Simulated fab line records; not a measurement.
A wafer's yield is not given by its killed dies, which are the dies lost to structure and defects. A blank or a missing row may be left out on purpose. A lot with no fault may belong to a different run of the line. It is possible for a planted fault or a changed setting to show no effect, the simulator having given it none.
Comparing a struck lot with a sound one | flow rit cmos | 15 steps out of a route of 202
Sound: these wafers, L605.1, L605.2, L605.6. Wafers struck: L603.3, L603.4, L603.5. At the end, the cause is stated.
For every step that has rows: the tool of each side, followed by ch and its chambers, followed by its first start. Under that, the readings that differ: sound wafers | struck wafers | difference of the means | sigmas: that difference in standard deviations of wafers without a fault.
alike: a reading whose means differ by less than 2 such deviations, as well as words and numbers matching on both sides. not compared: withheld readings; readings where some wafer has no value; bounds like >300 that might hide an equal value; numbers whose values overlap and for which the record gives no deviation.
Wherever a step has rows on one side only, a row that says differs or no value, or a row with sigmas, the two part there. Numbers that have no deviation but don't overlap get no sigmas and don't part them. Lack of a reading on every wafer of one side parts them only where that side has two or more wafers.

RIT_PWELL_TW_MEAS_10:
  sound on film metro-04 at day 5 11:18; struck on film metro-04 at day 5 03:05
  alike: PWELL_TW
then, 1 step without rows for these wafers: RIT_WELLDRIVE_ANNEAL_00 (time 14700 s).
RIT_WELLDRIVE_RS_MEAS_01: the measuring method here is four-point-probe.
  sound on film metro-03 at day 5 16:27; struck on film metro-04 at day 5 08:26
  alike: NWELL_RS
RIT_WELLDRIVE_RS_MEAS_02: the measuring method here is four-point-probe.
  sound on film metro-03 at day 5 16:34; struck on film metro-04 at day 5 08:34
  reading           | sound             | struck            | difference | sigmas
  PWELL_RS (ohm/sq) | 432.7 430.3 431.8 | 428.1 429.5 428.8 | -2.8       | -2
then, 6 steps without rows for these wafers: RIT_NRETRO_HMDS_00 (prime time 60 s); RIT_NRETRO_COAT_01 (resist thk 1300 nm); RIT_NRETRO_SOFTBAKE_02 (time 60 s); RIT_NRETRO_EXPOSE_03 (exposes mask M4, target cd 43900 nm); RIT_NRETRO_PEB_04; RIT_NRETRO_DEVELOP_05 (develop time 68 s).
RIT_NRETRO_OVL_MEAS_06:
  sound on overlay-01 at day 5 17:41; struck on overlay-02 at day 5 09:40
  alike: NRETRO_OVL
then, 1 step without rows for these wafers: RIT_NRETRO_HARDBAKE_07 (time 120 s).
RIT_NRETRO_IMPLANT_08:
  sound on implanter-02 ch 0, day 5 17:59; struck on implanter-04 ch 0, day 5 09:59
  reading                   | sound                | struck               | difference | sigmas
  beam energy keV           | 70.017 70.010 70.010 | 71.495 71.516 71.510 | +1.495     | +71
  model.implant.drp nm (nm) | 33.94 33.94 33.94    | 34.55 34.55 34.55    | +0.61      |
RIT_NRETRO_STRIP_09: strips in O2, time 180 s.
  sound on plasma asher-03 ch 0,1, day 5 18:08; struck on plasma asher-01 ch 0,1, day 5 10:08
  alike: drypump motor current A, rf refl power W
  not compared: rf hours counter h
RIT_M1_PROBE_99:
  rows exist in the record for the sound wafers here (prober-01, day 6 20:49), none for the struck ones

## WHERE THEY PART
At RIT_WELLDRIVE_RS_MEAS_02 first; at RIT_M1_PROBE_99 last (within this record only).

WHY: what had been put in by the simulator
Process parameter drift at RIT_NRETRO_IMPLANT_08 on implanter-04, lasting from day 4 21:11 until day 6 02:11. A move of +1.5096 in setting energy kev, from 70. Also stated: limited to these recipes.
